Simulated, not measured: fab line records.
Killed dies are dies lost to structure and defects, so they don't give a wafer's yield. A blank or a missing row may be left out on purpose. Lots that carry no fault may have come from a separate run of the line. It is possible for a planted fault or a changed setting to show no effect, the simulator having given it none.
Lot-split experiment	flow berkeley cmos170	5 lots, 23 wafers read, on a route of 331 steps

SPLIT DETAILS
At UCB170_GATE_CVD_04 (deposits poly-Si from SiH4, time 1440 s, target thk 214 nm), the setting temp c was moved away from the recipe's 610 C on 15 of the 23 wafers read, by -0.9% to +3.0%. The other wafers ran this setting at the recipe's value.

No step appears in the file between the split and the reading.

THE READING
Values of GATE_POLY_THK in nm from UCB170_GATE_THK_MEAS_05. A value of 215.9 nm with a standard deviation of 1.1 nm is what fault-free wafers of this fab line usually give.

wafer	tool, chamber at the split	temp c as run, C	against the recipe	GATE_POLY_THK, nm	against lot-mates on the recipe
L074.1	-, -	628.1	+3.0%	328.6	no lot-mate on the recipe
L074.2	-, -	628.1	+3.0%	328.1	no lot-mate on the recipe
L074.3	-, -	628.1	+3.0%	327.5	no lot-mate on the recipe
L074.5	-, -	628.1	+3.0%	327.8	no lot-mate on the recipe
L074.6	-, -	628.1	+3.0%	329.2	no lot-mate on the recipe
L079.1	-, -	604.7	-0.9%	191.1	no lot-mate on the recipe
L079.3	-, -	604.7	-0.9%	192.0	no lot-mate on the recipe
L079.4	-, -	604.7	-0.9%	190.7	no lot-mate on the recipe
L079.5	-, -	604.7	-0.9%	190.8	no lot-mate on the recipe
L079.6	-, -	604.7	-0.9%	190.8	no lot-mate on the recipe
L078.4	lpcvd-01, 0	610	recipe	215.0	-
L078.5	lpcvd-01, 0	610	recipe	215.0	-
L078.6	lpcvd-01, 0	610	recipe	215.0	-
L083.1	-, -	616.2	+1.0%	249.8	no lot-mate on the recipe
L083.3	-, -	616.2	+1.0%	250.5	no lot-mate on the recipe
L083.4	-, -	616.2	+1.0%	248.3	no lot-mate on the recipe
L083.5	-, -	616.2	+1.0%	250.7	no lot-mate on the recipe
L083.6	-, -	616.2	+1.0%	250.9	no lot-mate on the recipe
L085.2	-, -	610	recipe	214.6	-
L085.3	-, -	610	recipe	217.2	-
L085.4	-, -	610	recipe	215.8	-
L085.5	-, -	610	recipe	214.4	-
L085.6	-, -	610	recipe	216.1	-

THE FIT
A straight line over all 23 wafers: GATE_POLY_THK changes by +36.3 nm for each +1% of temp c; r = +1.00; the points scatter about the line by 3.9 nm.
Too few moved wafers with a lot-mate on the recipe to fit a line net of each lot's own level.

THE WHOLE CHAIN: every reading that the file lists as answering this split, in the file's order
step	what it does	reading	change (the file's fit)	r (the file's)
UCB170_GATE_CVD_04	deposits poly-Si from SiH4, time 1440 s, target thk 214 nm	poly-Si_of_GATE_CVD_04.thk nm (the simulator's own value, which no gauge read)	+36.3 nm for each +1% of the setting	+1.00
UCB170_GATE_THK_MEAS_05		GATE_POLY_THK	+36.3 for each +1% of the setting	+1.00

THE FILE'S OWN FIT
GATE_POLY_THK changes by +36.3 nm for each +1% of temp c, r = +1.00.
